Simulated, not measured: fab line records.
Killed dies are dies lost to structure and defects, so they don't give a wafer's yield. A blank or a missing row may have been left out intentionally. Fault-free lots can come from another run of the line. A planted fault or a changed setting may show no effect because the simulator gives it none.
fab line records	flow rit_cmos
record lots=13	wafers=39	last_day=6
route steps=202 shown ACTIVE@4 PWELL@48 NRETRO@59 NLDD@112 M1@202
lots that met no fault: taken from a fault-free run of the same line
start_h: hours from the record's first day to the start of the lot's first wafer shown	wait_h: hours elapsed since this lot's preceding step	" repeats the value in the row above	L1.1+2: a row that stands for several wafers	- no value, or no start was given	* or withheld: withheld	< > ~ a bound
route shown NAME@n: a module of which the file shows steps, and the number in the route of the first	usual: mean/standard deviation of fault-free wafers	same: alike in all rows	chamber/n: place in a boat	sites: readings site by site	_std_site: the values' standard deviation	_edge_site: the outer-site mean with the inner-site mean subtracted	radius_mm: how far each site lies from the wafer's centre	mask NAME#n: copy n	behind: the last tool/chamber to shape the wafer	hold: why the lot was held/for how many hours/how that ended	device: the transistor (n, p or np) that didn't switch	end of line: tests of these same wafers at the route's end	for a step that has no rows: nothing shown but its recipe	killed: at the first sort, the dies lost to defects and structure; wafer yield is something else	map: a wafer's dies, x killed, . not, _ none there
set.NAME: the setting that was run; set.NAME@STEP: the one run at that earlier step	model.NAME: the simulator's own value behind a step, which no gauge read
the route's steps for a sample of lots (tables are steps, rows are wafers)
services: when a tool's chamber went out of use (start_h, in hours from the record's first day, below 0 if earlier), for how many hours, and the reason
## steps
# step RIT_ACTIVE_CVD_03
# recipe material=Si3N4	target_thk_nm=150	temp_c=810	precursor=SiH2Cl2/NH3	time_s=1500	pressure_mtorr=300	sih2cl2_flow_sccm=60	nh3_flow_sccm=150
# usual zone_power_load_pct=20.5/2.5
lot.wafer	tool	chamber	start_h	wait_h	zone_power_load_pct
L582.1	lpcvd-02	0	12.94	0.1	18.6
L582.3	"	0	"	"	18.5
L582.6	"	0	"	"	18.6
L583.1	lpcvd-01	0	17.11	0.1	22.9
L583.3	"	0	"	"	23.1
L583.5	"	0	"	"	23.3
L584.1	lpcvd-02	0	23.18	0.1	18.3
L584.4	"	0	"	"	18.3
L584.5	"	0	"	"	18.9
L585.3	lpcvd-01	0	27.37	0.0	23.0
L585.4	"	0	"	"	23.0
L585.6	"	0	"	"	23.1
L586.1	lpcvd-02	0	34.30	0.1	18.6
L586.2	"	0	"	"	18.8
L586.6	"	0	"	"	18.3
L587.1	lpcvd-02	0	38.62	0.1	18.5
L587.3	"	0	"	"	18.5
L587.4	"	0	"	"	18.9
L589.1	lpcvd-01	0	49.70	0.1	22.9
L589.2	"	0	"	"	22.9
L589.3	"	0	"	"	23.2
L590.2	lpcvd-02	0	54.77	0.0	18.7
L590.4	"	0	"	"	18.6
L590.5	"	0	"	"	18.6
L591.3	lpcvd-01	1	60.20	0.0	24.8
L591.5	"	1	"	"	24.8
L591.6	"	1	"	"	24.6
L592.3	lpcvd-02	0	63.22	0.0	18.7
L592.4	"	0	"	"	18.4
L592.6	"	0	"	"	18.5
L593.3	lpcvd-02	1	67.95	0.0	19.2
L593.5	"	1	"	"	19.3
L593.6	"	1	"	"	19.2
L595.4	lpcvd-01	0	77.37	0.0	23.2
L595.5	"	0	"	"	23.3
L595.6	"	0	"	"	23.0
L601.2	lpcvd-01	1	108.33	0.0	25.3
L601.3	"	1	"	"	24.9
L601.5	"	1	"	"	24.8
# step RIT_ACTIVE_THK_MEAS_04
# recipe reads=Si3N4_of_ACTIVE_CVD_03
# usual ACTIVE_NITRIDE_THK=151.2/1.5
lot.wafer	tool	chamber	start_h	wait_h	ACTIVE_NITRIDE_THK[nm]
L582.1	film_metro-04	-	15.06	0.0	147.7
L582.3	"	-	"	"	148.8
L582.6	"	-	"	"	149.5
L583.1	film_metro-02	-	18.53	0.0	147.9
L583.3	"	-	"	"	148.5
L583.5	"	-	"	"	149.0
L584.1	film_metro-04	-	24.60	0.0	151.8
L584.4	"	-	"	"	151.6
L584.5	"	-	"	"	149.9
L585.3	film_metro-03	-	28.81	0.0	149.0
L585.4	"	-	"	"	150.3
L585.6	"	-	"	"	149.5
L586.1	film_metro-04	-	35.72	0.0	150.4
L586.2	"	-	"	"	149.3
L586.6	"	-	"	"	149.1
L587.1	film_metro-02	-	40.04	0.0	151.2
L587.3	"	-	"	"	150.4
L587.4	"	-	"	"	151.4
L589.1	film_metro-04	-	51.12	0.0	150.5
L589.2	"	-	"	"	151.5
L589.3	"	-	"	"	150.1
L590.2	film_metro-02	-	56.20	0.0	150.1
L590.4	"	-	"	"	149.3
L590.5	"	-	"	"	149.2
L591.3	film_metro-02	-	61.64	0.0	151.6
L591.5	"	-	"	"	151.7
L591.6	"	-	"	"	151.9
L592.3	film_metro-03	-	64.65	0.0	152.9
L592.4	"	-	"	"	152.4
L592.6	"	-	"	"	153.5
L593.3	film_metro-03	-	69.39	0.0	195.7
L593.5	"	-	"	"	195.6
L593.6	"	-	"	"	195.3
L595.4	film_metro-04	-	78.85	0.1	151.2
L595.5	"	-	"	"	151.4
L595.6	"	-	"	"	152.4
L601.2	film_metro-04	-	109.76	0.0	152.3
L601.3	"	-	"	"	153.0
L601.5	"	-	"	"	152.1
# step RIT_ACTIVE_ETCH_13
# recipe stop_on=SiO2	chemistry=SF6	target=Si3N4	time_s=210	over_etch_frac=0.4	SF6_flow_sccm=200	pressure_mtorr=260	rf_w=125	target_depth_a=2100
# usual drypump_motor_current_A=5.8/0.51	oes_product_au=0.827/0.0094	throttle_valve_pct=7.54/0.091
# same over_etch_frac=0.4
lot.wafer	tool	chamber	start_h	wait_h	drypump_motor_current_A	oes_product_au	rf_hours_counter_h	throttle_valve_pct
L582.1	rie_diel-01	2	16.24	0.1	6.3	0.820	42	7.42
L582.3	"	1	"	"	5.6	0.823	0	7.72
L582.6	"	3	"	"	5.3	0.830	-	7.47
L583.1	rie_diel-01	2	19.83	0.1	6.3	0.821	42	7.41
L583.3	"	1	"	"	5.6	0.826	1	7.71
L583.5	"	2	"	"	6.3	0.823	-	7.43
L584.1	rie_diel-01	1	25.91	0.1	5.6	0.837	1	7.72
L584.4	"	3	"	"	5.2	0.831	-	7.49
L584.5	"	2	"	"	6.4	0.818	-	7.44
L585.3	rie_diel-04	3	30.10	0.1	5.8	0.816	68	7.63
L585.4	"	1	"	"	5.6	0.815	39	7.46
L585.6	"	1	"	"	5.6	0.819	-	7.47
L586.1	rie_diel-03	1	37.07	0.1	5.6	0.843	22	7.53
L586.2	"	0	"	"	4.8	0.824	13	7.53
L586.6	"	1	"	"	5.7	0.844	-	7.54
L587.1	rie_diel-03	3	41.42	0.1	5.4	0.829	153	7.54
L587.3	"	1	"	"	5.7	0.839	22	7.52
L587.4	"	3	"	"	5.5	0.831	-	7.55
L589.1	rie_diel-04	3	52.56	0.1	5.8	0.817	69	7.61
L589.2	"	1	"	"	5.6	0.819	40	7.45
L589.3	"	0	"	"	6.6	0.830	144	7.60
L590.2	rie_diel-04	3	57.37	0.1	5.8	0.819	69	7.61
L590.4	"	0	"	"	6.6	0.834	144	7.59
L590.5	"	2	"	"	5.4	0.820	-	7.40
L591.3	rie_diel-01	3	62.86	0.1	5.2	0.836	136	7.47
L591.5	"	2	"	"	6.4	0.824	-	7.43
L591.6	"	1	"	"	5.6	0.840	-	7.72
L592.3	rie_diel-04	2	65.81	0.1	5.5	0.834	0	7.41
L592.4	"	3	"	"	5.8	0.826	69	7.61
L592.6	"	2	"	"	5.5	0.826	-	7.41
L593.3	rie_diel-03	1	70.67	0.1	5.7	0.966	22	7.53
L593.5	"	2	"	"	6.6	0.951	-	7.62
L593.6	"	1	"	"	5.7	0.972	-	7.53
L595.4	rie_diel-04	0	80.19	0.1	6.5	0.831	144	7.60
L595.5	"	2	"	"	5.4	0.843	-	7.43
L595.6	"	3	"	"	5.8	0.819	-	7.62
L601.2	rie_diel-03	1	111.06	0.1	5.7	0.843	23	7.53
L601.3	"	2	"	"	6.6	0.823	134	7.61
L601.5	"	2	"	"	6.6	0.822	-	7.62
# step RIT_PWELL_STRIP_09
# recipe chemistry=O2	time_s=180	resist=NOVOLAK	platen_temp_c=withheld	power_w=500	pressure_mtorr=4000	o2_flow_sccm=4000
# usual drypump_motor_current_A=5.76/0.08
lot.wafer	tool	chamber	start_h	wait_h	drypump_motor_current_A	rf_hours_counter_h
L582.1	plasma_asher-03	1	23.98	0.1	5.63	38
L582.3	"	1	"	"	5.64	-
L582.6	"	0	"	"	5.79	-
L583.1	plasma_asher-03	1	29.45	0.1	5.64	39
L583.3	"	0	"	"	5.77	-
L583.5	"	0	"	"	5.76	-
L584.1	plasma_asher-03	1	33.64	0.1	5.63	39
L584.4	"	1	"	"	5.65	-
L584.5	"	1	"	"	5.64	-
L585.3	plasma_asher-02	0	42.55	0.1	5.71	-
L585.4	"	1	"	"	5.86	-
L585.6	"	1	"	"	5.89	-
L586.1	plasma_asher-01	0	45.85	0.1	5.84	40
L586.2	"	1	"	"	5.76	40
L586.6	"	0	"	"	5.80	-
L587.1	plasma_asher-03	0	50.70	0.1	5.77	41
L587.3	"	1	"	"	5.64	-
L587.4	"	0	"	"	5.76	-
L589.1	plasma_asher-02	0	65.27	0.1	5.69	42
L589.2	"	1	"	"	5.89	42
L589.3	"	0	"	"	5.74	-
L590.2	plasma_asher-01	1	67.43	0.1	5.78	42
L590.4	"	0	"	"	5.78	-
L590.5	"	1	"	"	5.77	-
L591.3	plasma_asher-01	0	71.22	0.1	5.82	-
L591.5	"	0	"	"	5.82	-
L591.6	"	1	"	"	5.76	-
L592.3	plasma_asher-02	1	75.87	0.1	5.88	-
L592.4	"	0	"	"	5.68	-
L592.6	"	0	"	"	5.68	-
L593.3	plasma_asher-03	1	80.87	0.1	5.67	-
L593.5	"	1	"	"	5.64	-
L593.6	"	0	"	"	5.77	-
L595.4	plasma_asher-02	1	89.34	0.1	5.87	-
L595.5	"	0	"	"	5.64	-
L595.6	"	1	"	"	5.86	-
L601.2	plasma_asher-02	1	119.11	0.1	5.86	0
L601.3	"	0	"	"	5.70	-
L601.5	"	1	"	"	5.87	-
# step RIT_NRETRO_OVL_MEAS_06
# usual NRETRO_OVL=1.1/1.3
lot.wafer	tool	chamber	start_h	wait_h	NRETRO_OVL[nm]
L582.1	overlay-02	-	31.61	-	1.5
L582.3	"	-	"	"	3.6
L582.6	"	-	"	"	2.1
L583.1	overlay-02	-	36.52	-	1.8
L583.3	"	-	"	"	0.2
L583.5	"	-	"	"	1.0
L584.1	overlay-01	-	41.72	-	0.2
L584.4	"	-	"	"	-0.1
L584.5	"	-	"	"	-0.1
L585.3	overlay-01	-	49.80	-	1.5
L585.4	"	-	"	"	0.0
L585.6	"	-	"	"	2.0
L586.1	overlay-02	-	55.84	-	0.2
L586.2	"	-	"	"	3.5
L586.6	"	-	"	"	1.2
L587.1	overlay-02	-	60.91	-	-0.8
L587.3	"	-	"	"	1.2
L587.4	"	-	"	"	-0.9
L589.1	overlay-02	-	72.74	-	1.3
L589.2	"	-	"	"	0.6
L589.3	"	-	"	"	1.8
L590.2	overlay-01	-	75.13	-	1.4
L590.4	"	-	"	"	0.8
L590.5	"	-	"	"	0.7
L591.3	overlay-02	-	79.77	-	-1.7
L591.5	"	-	"	"	-0.5
L591.6	"	-	"	"	-1.8
L592.3	overlay-02	-	83.65	-	0.4
L592.4	"	-	"	"	0.1
L592.6	"	-	"	"	-0.3
L593.3	overlay-01	-	88.28	-	2.3
L593.5	"	-	"	"	4.0
L593.6	"	-	"	"	0.6
L595.4	overlay-02	-	96.19	-	0.4
L595.5	"	-	"	"	0.1
L595.6	"	-	"	"	1.3
L601.2	overlay-02	-	127.13	-	1.8
L601.3	"	-	"	"	1.6
L601.5	"	-	"	"	2.6
# step RIT_NLDD_STRIP_09
# recipe chemistry=O2	time_s=180	resist=NOVOLAK	platen_temp_c=withheld	power_w=500	pressure_mtorr=4000	o2_flow_sccm=4000
# usual drypump_motor_current_A=5.76/0.068
lot.wafer	tool	chamber	start_h	wait_h	drypump_motor_current_A	rf_hours_counter_h
L582.1	plasma_asher-03	1	46.56	0.1	5.63	40
L582.3	"	1	"	"	5.61	-
L582.6	"	0	"	"	5.77	-
L583.1	plasma_asher-03	0	52.46	0.1	5.77	41
L583.3	"	1	"	"	5.65	-
L583.5	"	1	"	"	5.64	-
L584.1	plasma_asher-01	1	62.47	0.1	5.77	41
L584.4	"	1	"	"	5.78	-
L584.5	"	1	"	"	5.78	-
L585.3	plasma_asher-03	0	67.26	0.1	5.77	-
L585.4	"	1	"	"	5.64	-
L585.6	"	1	"	"	5.65	-
L586.1	plasma_asher-03	1	71.69	0.1	5.64	43
L586.2	"	0	"	"	5.76	43
L586.6	"	0	"	"	5.77	-
L587.1	plasma_asher-03	1	76.63	0.1	5.64	43
L587.3	"	1	"	"	5.66	-
L587.4	"	0	"	"	5.79	-
L589.1	plasma_asher-02	0	88.08	0.1	5.71	44
L589.2	"	1	"	"	5.86	44
L589.3	"	0	"	"	5.73	-
L590.2	plasma_asher-01	1	91.07	0.1	5.76	44
L590.4	"	1	"	"	5.77	-
L590.5	"	1	"	"	5.76	-
L591.3	plasma_asher-01	0	94.76	0.1	5.80	-
L591.5	"	1	"	"	5.75	-
L591.6	"	0	"	"	5.82	-
L592.3	plasma_asher-02	0	98.84	0.1	5.69	-
L592.4	"	1	"	"	5.86	-
L592.6	"	0	"	"	5.69	-
L593.3	plasma_asher-02	1	102.63	0.1	5.85	-
L593.5	"	1	"	"	5.84	-
L593.6	"	0	"	"	5.69	-
L595.4	plasma_asher-03	0	111.67	0.1	5.77	-
L595.5	"	1	"	"	5.65	-
L595.6	"	0	"	"	5.77	-
L601.2	plasma_asher-01	0	139.22	0.1	5.81	50
L601.3	"	1	"	"	5.77	-
L601.5	"	0	"	"	5.81	-
# step RIT_M1_PROBE_99
# usual killed_at_contacts=0.1/0.36	killed_at_front_end=7/3.1	killed_dies=7/3.1	killed_open=3.6/2.1	killed_short=3.2/1.9
# same gross_dies=264	killed_at_M0_to_M3=0	killed_at_M4_up=0	killed_at_back_side=0	killed_at_other=0
lot.wafer	tool	chamber	start_h	wait_h	killed_at_contacts	killed_at_front_end	killed_dies	killed_open	killed_short
L582.1	prober-01	-	62.18	0.1	0	6	6	4	2
L582.3	prober-01	-	62.28	0.2	0	6	6	1	5
L582.6	prober-01	-	62.43	0.2	0	9	9	4	5
L583.1	prober-02	-	68.15	0.1	0	14	14	6	8
L583.3	prober-02	-	68.25	0.2	0	11	11	5	6
L583.5	prober-02	-	68.35	0.2	0	13	13	6	7
L584.1	prober-01	-	77.75	0.1	0	1	1	1	0
L584.4	prober-01	-	77.90	0.2	0	6	6	2	4
L584.5	prober-01	-	77.95	0.2	0	8	8	4	4
L585.3	prober-02	-	82.47	0.2	0	6	6	1	5
L585.4	prober-02	-	82.52	0.2	0	8	8	5	3
L585.6	prober-02	-	82.62	0.2	0	6	6	2	4
L586.1	prober-01	-	86.88	0.1	0	8	8	5	3
L586.2	prober-01	-	86.93	0.1	0	6	6	5	1
L586.6	prober-01	-	87.13	0.2	0	5	5	2	3
L587.1	prober-02	-	91.74	0.1	0	6	6	3	3
L587.3	prober-02	-	91.84	0.2	0	5	5	3	2
L587.4	prober-02	-	91.89	0.2	0	9	9	6	3
L589.1	prober-02	-	104.77	0.1	0	15	15	8	7
L589.2	prober-02	-	104.82	0.1	1	4	5	3	2
L589.3	prober-02	-	104.87	0.2	2	6	8	4	4
L590.2	prober-01	-	107.49	0.1	0	5	5	3	2
L590.4	prober-01	-	107.59	0.2	0	8	8	4	4
L590.5	prober-01	-	107.64	0.2	1	7	8	3	5
L591.3	prober-02	-	110.26	0.2	0	9	9	5	4
L591.5	prober-02	-	110.36	0.2	0	13	13	7	6
L591.6	prober-02	-	110.41	0.2	0	3	3	1	2
L592.3	prober-01	-	114.46	0.2	0	8	8	6	2
L592.4	prober-01	-	114.51	0.2	0	5	5	3	2
L592.6	prober-01	-	114.61	0.2	0	3	3	2	1
L593.3	prober-02	-	117.98	0.2	0	7	7	4	3
L593.5	prober-02	-	118.08	0.2	0	3	3	3	0
L593.6	prober-02	-	118.13	0.2	0	10	10	5	5
L595.4	prober-02	-	127.16	0.2	0	11	11	6	5
L595.5	prober-02	-	127.21	0.2	0	8	8	4	4
L595.6	prober-02	-	127.26	0.2	0	6	6	2	4
L601.2	prober-02	-	154.80	0.1	0	3	3	2	1
L601.3	prober-02	-	154.85	0.2	0	4	4	2	2
L601.5	prober-02	-	154.95	0.2	0	8	8	5	3
# killed by level:class
L582.1 SPACER:geometric_particle:open=3 GATE:geometric_particle:short=1 GATE:geometric_particle:open=1 REOX:geometric_particle:short=1
L582.3 GATE:geometric_particle:short=2 ACTIVE:geometric_particle:short=1 FOX2:geometric_particle:open=1 FOX2:geometric_particle:short=1 SPACER:geometric_particle:short=1
L582.6 SPACER:geometric_particle:open=2 FOX1:geometric_particle:short=1 FOX2:geometric_particle:open=1 GATE:geometric_particle:open=1 GATE:geometric_particle:short=1 REOX:geometric_particle:short=1 SPACER:geometric_particle:short=1 SILICIDE:geometric_particle:short=1
L583.1 SPACER:geometric_particle:short=3 SILICIDE:geometric_particle:short=3 GATE:geometric_particle:short=2 REOX:geometric_particle:open=2 FOX1:geometric_particle:open=1 GATE:geometric_particle:open=1 SPACER:geometric_particle:open=1 SILICIDE:geometric_particle:open=1
L583.3 GATE:geometric_particle:short=3 GATE:geometric_particle:open=2 SILICIDE:geometric_particle:short=2 ACTIVE:geometric_particle:open=1 REOX:geometric_particle:open=1 SPACER:geometric_particle:short=1 SILICIDE:geometric_particle:open=1
L583.5 GATE:geometric_particle:short=4 GATE:geometric_particle:open=2 SILICIDE:geometric_particle:open=2 SILICIDE:geometric_particle:short=2 REOX:geometric_particle:open=1 SPACER:geometric_particle:open=1 SPACER:geometric_particle:short=1
L584.1 REOX:geometric_particle:open=1
L584.4 FOX1:geometric_particle:short=1 GATE:geometric_particle:short=1 GATE:geometric_particle:open=1 SPACER:geometric_particle:open=1 SPACER:geometric_particle:short=1 SILICIDE:geometric_particle:short=1
L584.5 REOX:geometric_particle:short=2 FOX2:geometric_particle:open=1 GATE:geometric_particle:open=1 REOX:geometric_particle:open=1 SPACER:geometric_particle:open=1 SPACER:geometric_particle:short=1 SILICIDE:geometric_particle:short=1
L585.3 FOX1:geometric_particle:short=2 GATE:geometric_particle:short=1 REOX:geometric_particle:open=1 REOX:geometric_particle:short=1 SILICIDE:geometric_particle:short=1
L585.4 FOX1:geometric_particle:open=2 FOX2:geometric_particle:open=2 GATE:geometric_particle:open=1 GATE:geometric_particle:short=1 REOX:geometric_particle:short=1 SPACER:geometric_particle:short=1
L585.6 GATE:geometric_particle:short=2 FOX1:geometric_particle:short=1 GATE:geometric_particle:open=1 REOX:geometric_particle:open=1 SPACER:geometric_particle:short=1
L586.1 FOX1:geometric_particle:open=2 GATE:geometric_particle:open=2 SPACER:geometric_particle:short=2 REOX:geometric_particle:short=1 SPACER:geometric_particle:open=1
L586.2 GATE:geometric_particle:open=2 REOX:geometric_particle:open=2 FOX1:geometric_particle:open=1 SPACER:geometric_particle:short=1
L586.6 SILICIDE:geometric_particle:short=2 FOX1:geometric_particle:short=1 GATE:geometric_particle:open=1 SILICIDE:geometric_particle:open=1
L587.1 GATE:geometric_particle:open=2 FOX1:geometric_particle:short=1 FOX2:geometric_particle:short=1 SPACER:geometric_particle:short=1 SILICIDE:geometric_particle:open=1
L587.3 FOX2:geometric_particle:open=2 GATE:geometric_particle:open=1 GATE:geometric_particle:short=1 REOX:geometric_particle:short=1
L587.4 GATE:geometric_particle:open=2 GATE:geometric_particle:short=2 FOX1:geometric_particle:open=1 FOX2:geometric_particle:open=1 REOX:geometric_particle:open=1 SPACER:geometric_particle:open=1 SILICIDE:geometric_particle:short=1
L589.1 GATE:geometric_particle:short=4 GATE:geometric_particle:open=3 SPACER:geometric_particle:open=2 FOX1:geometric_particle:short=1 FOX2:geometric_particle:open=1 REOX:geometric_particle:open=1 SPACER:geometric_particle:short=1 SILICIDE:geometric_particle:open=1
L589.2 FOX1:geometric_particle:open=1 REOX:geometric_particle:short=1 SPACER:geometric_particle:open=1 SPACER:geometric_particle:short=1 CONTACT:geometric_particle:open=1
L589.3 GATE:geometric_particle:short=2 REOX:geometric_particle:open=2 FOX1:geometric_particle:open=1 SPACER:geometric_particle:short=1 CONTACT:geometric_particle:open=1 CONTACT:geometric_particle:short=1
L590.2 GATE:geometric_particle:open=3 GATE:geometric_particle:short=2
L590.4 GATE:geometric_particle:open=3 GATE:geometric_particle:short=3 REOX:geometric_particle:open=1 SPACER:geometric_particle:short=1
L590.5 GATE:geometric_particle:open=3 SILICIDE:geometric_particle:short=2 FOX2:geometric_particle:short=1 GATE:geometric_particle:short=1 CONTACT:geometric_particle:short=1
L591.3 FOX1:geometric_particle:open=3 FOX1:geometric_particle:short=2 FOX2:geometric_particle:open=2 FOX2:geometric_particle:short=2
L591.5 GATE:geometric_particle:open=3 GATE:geometric_particle:short=2 SPACER:geometric_particle:short=2 FOX1:geometric_particle:open=1 FOX2:geometric_particle:short=1 REOX:geometric_particle:open=1 SPACER:geometric_particle:open=1 SILICIDE:geometric_particle:open=1
L591.6 FOX1:geometric_particle:open=1 FOX2:geometric_particle:short=1 SILICIDE:geometric_particle:short=1
L592.3 GATE:geometric_particle:open=4 GATE:geometric_particle:short=2 REOX:geometric_particle:open=1 SILICIDE:geometric_particle:open=1
L592.4 GATE:geometric_particle:open=2 GATE:geometric_particle:short=1 REOX:geometric_particle:short=1 REOX:geometric_particle:open=1
L592.6 GATE:geometric_particle:open=2 FOX1:geometric_particle:short=1
L593.3 FOX1:geometric_particle:short=1 GATE:geometric_particle:short=1 GATE:geometric_particle:open=1 REOX:geometric_particle:open=1 SPACER:geometric_particle:open=1 SPACER:geometric_particle:short=1 SILICIDE:geometric_particle:open=1
L593.5 SPACER:geometric_particle:open=2 SILICIDE:geometric_particle:open=1
L593.6 SPACER:geometric_particle:short=3 SPACER:geometric_particle:open=3 FOX1:geometric_particle:short=1 FOX1:geometric_particle:open=1 FOX2:geometric_particle:short=1 GATE:geometric_particle:open=1
L595.4 GATE:geometric_particle:open=2 GATE:geometric_particle:short=2 SILICIDE:geometric_particle:short=2 FOX1:geometric_particle:open=1 FOX2:geometric_particle:open=1 REOX:geometric_particle:open=1 SPACER:geometric_particle:short=1 SPACER:geometric_particle:open=1
L595.5 SPACER:geometric_particle:short=3 GATE:geometric_particle:open=2 FOX1:geometric_particle:open=1 FOX1:geometric_particle:short=1 SPACER:geometric_particle:open=1
L595.6 GATE:geometric_particle:short=2 FOX1:geometric_particle:short=1 GATE:geometric_particle:open=1 REOX:geometric_particle:short=1 SPACER:geometric_particle:open=1
L601.2 REOX:geometric_particle:open=2 GATE:geometric_particle:short=1
L601.3 FOX2:geometric_particle:short=1 GATE:geometric_particle:short=1 SPACER:geometric_particle:open=1 SILICIDE:geometric_particle:open=1
L601.5 REOX:geometric_particle:open=2 SPACER:geometric_particle:open=2 FOX1:geometric_particle:short=1 FOX2:geometric_particle:open=1 FOX2:geometric_particle:short=1 GATE:geometric_particle:short=1
## services
tool	chamber	start_h	hours	kind
rie_diel-01	0	-9.14	50.3	repair
rie_diel-04	-	9.06	0.5	repair
rie_diel-03	-	15.54	0.6	repair
rie_diel-04	2	40.29	-	clean
rie_diel-04	2	40.29	16.3	scheduled_down
rie_diel-04	2	40.29	16.3	vent_cycle
rie_diel-03	0	40.71	4.9	repair
rie_diel-03	2	44.34	2.8	repair
rie_diel-03	-	56.54	2.8	pm
rie_diel-01	0	81.73	-	clean
rie_diel-01	0	81.73	23.5	scheduled_down
rie_diel-01	0	81.73	23.5	vent_cycle
rie_diel-03	3	82.60	8.4	repair
rie_diel-04	1	92.24	16.2	repair
plasma_asher-02	-	108.75	9.0	pm
plasma_asher-02	0	108.75	9.0	vent_cycle
plasma_asher-02	1	108.75	9.0	vent_cycle
plasma_asher-02	0	117.75	-	clean
plasma_asher-02	1	117.75	-	clean
rie_diel-03	3	124.29	-	clean
rie_diel-03	3	124.29	15.5	scheduled_down
rie_diel-03	3	124.29	15.5	vent_cycle
## key
first_sign step=RIT_ACTIVE_THK_MEAS_04	reading=ACTIVE_NITRIDE_THK	direction=up	sigmas=29	usual=151.2	struck=195.6
effect step=RIT_ACTIVE_ETCH_13	reading=oes_product_au	direction=up	sigmas=15	usual=0.827	struck=0.963
met_at RIT_ACTIVE_CVD_03
struck_lots L593
struck_wafers L593.3,L593.5,L593.6
tester_left_out L593
not_acting_at RIT_PWELL_STRIP_09,RIT_NRETRO_OVL_MEAS_06,RIT_NLDD_STRIP_09
fault kind=process_parameter_drift	tool=lpcvd-02	chamber=1	onset_h=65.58	steps=RIT_ACTIVE_CVD_03	channel=target_thk_nm	offset=44.746	shape=step	end_h=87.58	acts_in=these_recipes_only	stated=150
# tester_left_out: of these lots the tester's yield and bins aren't shown, on N5 and GAA mostly nor the transistor test; their killed dies are dies lost to structure and defects alone, not to doping, threshold or leakage, so they don't give the yield
